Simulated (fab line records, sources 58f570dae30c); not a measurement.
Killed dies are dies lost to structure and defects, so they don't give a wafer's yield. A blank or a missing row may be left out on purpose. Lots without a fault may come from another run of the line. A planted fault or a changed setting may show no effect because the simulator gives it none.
Split-lot experiment | flow berkeley_cmos170 | 5 lots, 23 wafers read, on a route of 331 steps

THE SPLIT
At UCB170_FIELD_OXIDATION_01 (target thk 558.3 nm, ox time 7200 s), the setting ox_time_s was moved away from the recipe's 7200 s on 20 of the 23 wafers read, by -11.8% to +12.2%. The other wafers ran this setting at the recipe's value.

FROM THE SPLIT TO THE READING: what the file shows between them, 10 steps
- UCB170_FIELD_THK_MEAS_02
- UCB170_FIELD_ANNEAL_03: time 1200 s
- UCB170_FIELD_WET_ETCH_04: etches SiO2 in dHF, time 60 s
- UCB170_FIELD_WET_ETCH_05: etches Si3N4 in H3PO4, time 12600 s
- UCB170_FIELD_WET_ETCH_06: etches SiO2 in BOE, time 22 s
- UCB170_FIELD_THK_MEAS_90
- UCB170_NVT_IMPLANT_07 (also split here: energy_kev)
- UCB170_PVT_DEVELOP_05: develop time 45 s (also split here: dev_temp_c)
- UCB170_PVT_IMPLANT_07
- UCB170_GATE_WET_ETCH_00: etches SiO2 in dHF, time 200 s

THE READING
FIELD_OXIDE_LEFT_2_THK, in nm, at UCB170_FIELD_THK_MEAS_91. Fault-free wafers of this fab line usually give 363 nm, standard deviation 8.1 nm.

wafer  | tool, chamber at the split | ox_time_s as run, s | against the recipe | FIELD_OXIDE_LEFT_2_THK, nm | against lot-mates on the recipe
L075.1 | -, -                       | 8078                | +12.2%             | 411                        | no lot-mate on the recipe
L075.2 | -, -                       | 8078                | +12.2%             | 406                        | no lot-mate on the recipe
L075.3 | -, -                       | 8078                | +12.2%             | 405                        | no lot-mate on the recipe
L075.4 | -, -                       | 8078                | +12.2%             | 406                        | no lot-mate on the recipe
L075.5 | -, -                       | 8078                | +12.2%             | 398                        | no lot-mate on the recipe
L076.1 | -, -                       | 6703                | -6.9%              | 332                        | no lot-mate on the recipe
L076.3 | -, -                       | 6703                | -6.9%              | 335                        | no lot-mate on the recipe
L076.4 | -, -                       | 6703                | -6.9%              | 331                        | no lot-mate on the recipe
L076.5 | -, -                       | 6703                | -6.9%              | 332                        | no lot-mate on the recipe
L076.6 | -, -                       | 6703                | -6.9%              | 333                        | no lot-mate on the recipe
L078.1 | furnace-02, 0              | 7200                | recipe             | 371                        | -
L078.3 | furnace-02, 0              | 7200                | recipe             | 364                        | -
L078.5 | furnace-02, 0              | 7200                | recipe             | 363                        | -
L079.1 | -, -                       | 6351                | -11.8%             | 321                        | no lot-mate on the recipe
L079.2 | -, -                       | 6351                | -11.8%             | 323                        | no lot-mate on the recipe
L079.3 | -, -                       | 6351                | -11.8%             | 315                        | no lot-mate on the recipe
L079.5 | -, -                       | 6351                | -11.8%             | 320                        | no lot-mate on the recipe
L079.6 | -, -                       | 6351                | -11.8%             | 324                        | no lot-mate on the recipe
L082.1 | -, -                       | 6513                | -9.5%              | 325                        | no lot-mate on the recipe
L082.2 | -, -                       | 6513                | -9.5%              | 320                        | no lot-mate on the recipe
L082.3 | -, -                       | 6513                | -9.5%              | 320                        | no lot-mate on the recipe
L082.4 | -, -                       | 6513                | -9.5%              | 318                        | no lot-mate on the recipe
L082.6 | -, -                       | 6513                | -9.5%              | 328                        | no lot-mate on the recipe

THE FIT
A straight line over all 23 wafers: FIELD_OXIDE_LEFT_2_THK changes by +3.7 nm for each +1% of ox_time_s; r = +0.99; the points scatter about the line by 4.8 nm.
Too few moved wafers have a lot-mate on the recipe to fit a line with each lot's own level taken away.

THE WHOLE CHAIN: every reading that the file lists as answering this split, in the file's order
step                      | what it does                        | reading                                                                            | change (the file's fit)              | r (the file's)
UCB170_FIELD_OXIDATION_01 | target thk 558.3 nm, ox time 7200 s | SiO2_of_FIELD_OXIDATION_01.thk_nm (the simulator's own value, which no gauge read) | +3.61 nm for each +1% of the setting | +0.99
UCB170_FIELD_THK_MEAS_02  |                                     | FIELD_OXIDE_THK                                                                    | +3.61 for each +1% of the setting    | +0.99
UCB170_FIELD_WET_ETCH_05  | etches Si3N4 in H3PO4, time 12600 s | SiO2_of_FIELD_OXIDATION_01.thk_nm (the simulator's own value, which no gauge read) | +3.68 nm for each +1% of the setting | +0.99
UCB170_FIELD_THK_MEAS_90  |                                     | FIELD_OXIDE_LEFT_1_THK                                                             | +3.67 for each +1% of the setting    | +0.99
UCB170_FIELD_THK_MEAS_91  |                                     | FIELD_OXIDE_LEFT_2_THK                                                             | +3.7 for each +1% of the setting     | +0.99

THE FILE'S OWN FIT
FIELD_OXIDE_LEFT_2_THK changes by +3.7 nm for each +1% of ox_time_s, r = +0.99.
